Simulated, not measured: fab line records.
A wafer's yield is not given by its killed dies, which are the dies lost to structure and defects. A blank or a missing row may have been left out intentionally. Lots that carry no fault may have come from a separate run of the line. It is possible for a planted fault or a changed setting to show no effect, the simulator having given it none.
Which of the tools did it? | flow berkeley-cmos170 | Sampling: 14 lots, 42 wafers, 2 of 331 route steps

== WHAT THE GAUGES READ, wafer by wafer ==
UCB170_NWELL_THK_MEAS_05.
lot  | measured    | on            | NWELL_NITRIDE_THK (nm)
L293 | day 2 13:09 | film-metro-01 | 222.7 222.4 223.2
L296 | day 2 22:22 | film-metro-01 | 226.5 225.6 226.7
L297 | day 3 05:29 | film-metro-01 | 224.5 224.3 223.7
L299 | day 3 13:41 | film-metro-03 | 225.1 222.8 224.6
L304 | day 4 21:53 | film-metro-01 | 223.4 225.2 222.6
L305 | day 4 21:53 | film-metro-02 | 225.9 223.9 224.2
L306 | day 5 02:19 | film-metro-02 | 221.7 222.0 221.7
L307 | day 5 07:38 | film-metro-02 | 227.0 227.6 226.3
L308 | day 5 07:38 | film-metro-01 | 221.9 223.5 222.6
L309 | day 5 11:43 | film-metro-02 | 225.7 223.2 223.2
L310 | day 5 19:32 | film-metro-02 | 226.5 226.6 227.1
L311 | day 5 23:48 | film-metro-02 | 224.8 225.9 225.8
L313 | day 6 07:28 | film-metro-02 | 223.0 222.8 222.4
L314 | day 6 10:24 | film-metro-02 | 224.4 226.4 225.1

UCB170_NWELL_OVL_MEAS_12.
lot  | measured    | on         | NWELL_OVL (nm)
L293 | day 2 14:12 | overlay-02 | 5 1 0
L296 | day 2 23:37 | overlay-02 | -1 -6 2
L297 | day 3 06:36 | overlay-02 | 0 1 -3
L299 | day 3 15:20 | overlay-02 | -8 -2 -1
L304 | day 4 22:54 | overlay-02 | -2 2 -2
L305 | day 4 23:09 | overlay-01 | -2 -4 -2
L306 | day 5 03:29 | overlay-01 | -3 1 -9
L307 | day 5 09:09 | overlay-01 | 5 0 6
L308 | day 5 08:41 | overlay-02 | 0 6 7
L309 | day 5 12:37 | overlay-02 | -9 -11 -13
L310 | day 5 20:55 | overlay-02 | 3 0 1
L311 | day 6 00:49 | overlay-01 | 8 4 1
L313 | day 6 08:37 | overlay-01 | -6 -2 -1
L314 | day 6 11:20 | overlay-02 | 4 1 0

== WHICH TOOL RAN EACH LOT (tool, then ch and the chambers of the sampled wafers, then the start) ==
There is no process step in the record ahead of these readings.

== WHAT THE TOOLS THEMSELVES READ (means of the sampled wafers that have a number; where no wafer has one, the mark that the record gives instead) ==
The record holds no such reading with a usual standard deviation.

== THE ANSWER, worked out from the rows above alone ==
Rule: usual is defined by the lots themselves. Put in order of their means at a reading, lots are off if they are a third of the lots or fewer, leave a main group of 4 or more, and stand apart from it by a gap of 3 or more times the standard deviation of the main group's means; of several such gaps the widest counts. The tables above print the reading to a certain number of digits; a main group whose means all agree to those digits is not used. Also off: a lot with no number at a reading for which 4 or more lots have one. All remaining lots with rows at the step are treated as sound. After the gauges, taken in route order, come the tools' own readings; for these a lot's mean is taken, as printed above. At the first step where some lot is off, the reading lying furthest off is the one used; lots without a number count as furthest.
None of the lots is off at any reading shown; this tells nothing.

== WHAT HAD BEEN PUT IN BY THE SIMULATOR ==
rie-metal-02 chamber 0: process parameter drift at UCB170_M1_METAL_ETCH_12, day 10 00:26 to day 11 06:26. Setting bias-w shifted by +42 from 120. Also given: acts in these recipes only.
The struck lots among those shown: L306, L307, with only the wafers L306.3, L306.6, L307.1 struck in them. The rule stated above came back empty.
